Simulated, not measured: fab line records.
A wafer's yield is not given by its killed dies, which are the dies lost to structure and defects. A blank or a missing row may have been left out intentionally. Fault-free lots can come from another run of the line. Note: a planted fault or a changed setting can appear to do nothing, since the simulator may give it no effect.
8D (eight disciplines) problem report, filled in by code    flow rit_cmos    the parts of the form that need people (team, actions taken, sign-off) are left out

## 1. PROBLEM STATEMENT
Mean FOX2_OXIDE_THK at RIT_FOX2_THK_MEAS_01: 284 nm over 6 wafers in 2 lots; fault-free wafers: 353 nm, standard deviation 5.2. Relative to the usual mean, that is a shift of -13 standard deviations.
Earliest sighting: wafer L586.2 on film_metro-02 at day 4 19:17. Wafers with a number at this step in the record: 42, from 14 lots. Rule for "out" (also "out of limits"): further than 4 standard deviations from the usual mean. The rest of the wafers with a number are treated as sound.

## 2. WHAT IT IS; WHAT IT IS NOT
question                     is                            is not
which readings at this step  FOX2_OXIDE_THK                -
which lots                   L586, L589                    L573, L575, L576, L577, L578, L579, L580, L581, L583, L584, L591, L593
which wafers of those lots   all that have a number        -
read on which gauges         film_metro-02, film_metro-04  film_metro-03
when                         from day 4 19:17              up to then (30 sound wafers); but 6 sound wafers of L591, L593 came after

## 3. THE SUSPECTS, EACH WITH WHAT RULES IT OUT
Counting: a tool stays on the suspect list if, at a process step up to the reading, it processed all lots that are out and no sound lot following the first of them.
- the gauge at RIT_FOX2_THK_MEAS_01 has been ruled out. Those wafers that are out were read across 2 gauges (film_metro-02, film_metro-04).
- furnace-03 at RIT_FOX2_OXIDATION_00 (target thk 350.7 nm, ox time 1130 s): kept. Every lot that is out went through it, starting with L586 (day 4 17:58), and after that it ran no sound lot; the last sound lot it ran before then is L583 (day 4 04:07). Its own readings are out on those wafers: spike_tc_centre_C, spike_tc_load_C, spike_tc_source_C, tube_center_temp_C, tube_center_temp_C_max.
After counting, what remains is furnace-03 at RIT_FOX2_OXIDATION_00.

## 4. THE CAUSE (what the simulator had put in)
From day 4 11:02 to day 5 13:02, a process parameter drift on furnace-03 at RIT_FOX2_OXIDATION_00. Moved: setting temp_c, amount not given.
Only this tool survived the counting.

## 5. SEQUENCE OF EFFECTS, ordered by route
Each row: a reading where the mean over the struck wafers with a number is more than 3 standard deviations away from the usual. Scope: only readings with a usual standard deviation given in the record; hours: median across lots of the time from each lot's start at the first step in this table that gives one to its start at this step; sigmas: change in usual standard deviations.
hours  step                   reading                 usual     on struck wafers  change  sigmas
0      RIT_FOX2_OXIDATION_00  spike_tc_centre_C       1101.8 C  1061.7            -40.1   -41
0      RIT_FOX2_OXIDATION_00  spike_tc_load_C         1126 C    1086              -40     -13
0      RIT_FOX2_OXIDATION_00  spike_tc_source_C       1125 C    1089              -36     -11
0      RIT_FOX2_OXIDATION_00  tube_center_temp_C      1100 C    1060              -40     -99 or more
0      RIT_FOX2_OXIDATION_00  tube_center_temp_C_max  1102.9    1062.5            -40.4   -86
1      RIT_FOX2_THK_MEAS_01   FOX2_OXIDE_THK          353 nm    284               -69     -13
2      RIT_FOX2_THK_MEAS_90   FIELD_OXIDE_LEFT_1_THK  326 nm    257               -69     -13
16     RIT_FOX2_THK_MEAS_91   FIELD_OXIDE_LEFT_2_THK  258 nm    190               -68     -12
Process steps it contains:
- RIT_FOX2_OXIDATION_00: target thk 350.7 nm, ox time 1130 s.
Later measuring or inspecting steps at which every struck wafer that the step has a row for has a number for every such reading, and none has moved that far: RIT_NWELL_OVL_MEAS_06, RIT_NSD_OVL_MEAS_06.

## 6. HOW IT WOULD HAVE BEEN CAUGHT EARLIER
8 hours passed between the start of the fault at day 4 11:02 and the first reading out of limits at a measuring or inspecting step in this record, taken at day 4 19:17.
The tool's own readings at RIT_FOX2_OXIDATION_00 were out on every struck wafer that the step has a row for (spike_tc_centre_C, spike_tc_load_C, spike_tc_source_C, tube_center_temp_C, tube_center_temp_C_max): an alarm limit on them would have fired on the first of those.
Among the 2 lots that are out, L589 began RIT_FOX2_OXIDATION_00 on furnace-03 after day 4 19:17. Holding the tool at that time would have saved it.
